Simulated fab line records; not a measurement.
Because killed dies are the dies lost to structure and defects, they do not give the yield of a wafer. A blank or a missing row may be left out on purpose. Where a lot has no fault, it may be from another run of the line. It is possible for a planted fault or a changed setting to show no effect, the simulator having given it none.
Check for tools in common -- flow rit_cmos -- 13 lots and 39 wafers in the sample

== WHAT PROMPTED THE OPENING ==
At RIT_SPACER_THK_MEAS_04 the reading SPACER_NITRIDE_THK is flagged on 1 of 13 lots. Wafers without a fault read 248.8 nm, standard deviation 2.2.
Rule: a lot gets a flag if all its wafers with a number sit over 4 standard deviations from that mean, or if no wafer of it has a number. The rest of the lots are taken to be sound.

lot,measured,on,"SPACER_NITRIDE_THK (nm), wafer by wafer",flag
L873,day 3 02:56,film_metro-04,245.8 245.5 247.5,
L874,day 3 08:43,film_metro-04,247.4 247.4 246.1,
L875,day 3 13:02,film_metro-04,247.5 248.3 246.1,
L876,day 3 14:44,film_metro-02,250.7 252.1 250.6,
L877,day 3 22:37,film_metro-04,249.4 249.0 248.1,
L878,day 4 03:10,film_metro-01,248.1 251.0 249.1,
L879,day 4 06:02,film_metro-01,249.2 249.9 250.7,
L880,day 4 09:42,film_metro-02,244.3 245.5 244.6,
L881,day 4 18:38,film_metro-01,250.1 249.4 250.1,
L882,day 4 20:33,film_metro-04,249.2 249.6 248.4,
L884,day 5 05:59,film_metro-02,271.2 270.8 270.0,FLAGGED
L885,day 5 15:21,film_metro-02,246.0 248.1 246.0,
L896,day 7 18:26,film_metro-02,247.9 248.6 248.9,
The mean of the flagged lots' numbers is 270.7 nm, +21.9 nm from the usual (+10 standard deviations).

== WHICH TOOL RAN EACH LOT ==
The record keeps 1 process step preceding the reading, out of 202 steps on the route. Every cell lists first the tool, next ch and the chambers used by the sampled wafers, and last the start.
lot,flag,RIT_SPACER_CVD_03
L873,,"lpcvd-02 ch 1, day 3 01:02"
L874,,"lpcvd-01 ch 1, day 3 06:48"
L875,,"lpcvd-02 ch 0, day 3 11:07"
L876,,"lpcvd-01 ch 1, day 3 12:49"
L877,,"lpcvd-02 ch 1, day 3 20:41"
L878,,"lpcvd-01 ch 1, day 4 01:15"
L879,,"lpcvd-02 ch 0, day 4 04:05"
L880,,"lpcvd-01 ch 0, day 4 07:46"
L881,,"lpcvd-02 ch 0, day 4 16:42"
L882,,"lpcvd-02 ch 1, day 4 18:37"
L884,FLAGGED,"lpcvd-02 ch 0, day 5 04:02"
L885,,"lpcvd-01 ch 1, day 5 13:25"
L896,,"lpcvd-01 ch 0, day 7 16:31"
What is done by these steps:
- RIT_SPACER_CVD_03: deposits Si3N4 from SiH2Cl2/NH3, target thk 250 nm, time 3300 s.
- RIT_SPACER_THK_MEAS_04

== FLAGGED AGAINST TOTAL, ONE TOOL AT A TIME (gauges that did the reading follow at the end) ==
step,tool,lots run,flagged,share of the flagged lots,sound lots run after its first flagged lot
RIT_SPACER_CVD_03,lpcvd-01,6,0,none,-
RIT_SPACER_CVD_03,lpcvd-02,7,1,all,0
RIT_SPACER_THK_MEAS_04,film_metro-01,3,0,none,-
RIT_SPACER_THK_MEAS_04,film_metro-02,5,1,all,"2 (L885,L896)"
RIT_SPACER_THK_MEAS_04,film_metro-04,5,0,none,-

== WHAT THE TABLE ALLOWS ==
Rows of the table that ran all the flagged lots, 2 in number: lpcvd-02 at RIT_SPACER_CVD_03; film_metro-02 at RIT_SPACER_THK_MEAS_04.
- lpcvd-02 at RIT_SPACER_CVD_03 ran 7 lots, 1 of them flagged. It ran its last sound lot, L882, at day 4 18:37 and its first flagged lot, L884, at day 5 04:02: a fault with its onset between the two fits.
- film_metro-02 at RIT_SPACER_THK_MEAS_04 ran 5 lots, 1 of them flagged. After the first flagged lot (L885, L896), sound lots still ran on it; a lasting fault on the whole tool would not permit that.
One tool is left: lpcvd-02 at RIT_SPACER_CVD_03.

== WHAT THE SIMULATOR PUT IN ==
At RIT_SPACER_CVD_03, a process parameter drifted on lpcvd-02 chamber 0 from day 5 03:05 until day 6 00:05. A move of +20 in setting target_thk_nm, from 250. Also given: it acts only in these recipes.
Lots struck among those shown: L884. The rule above reached the same finding.
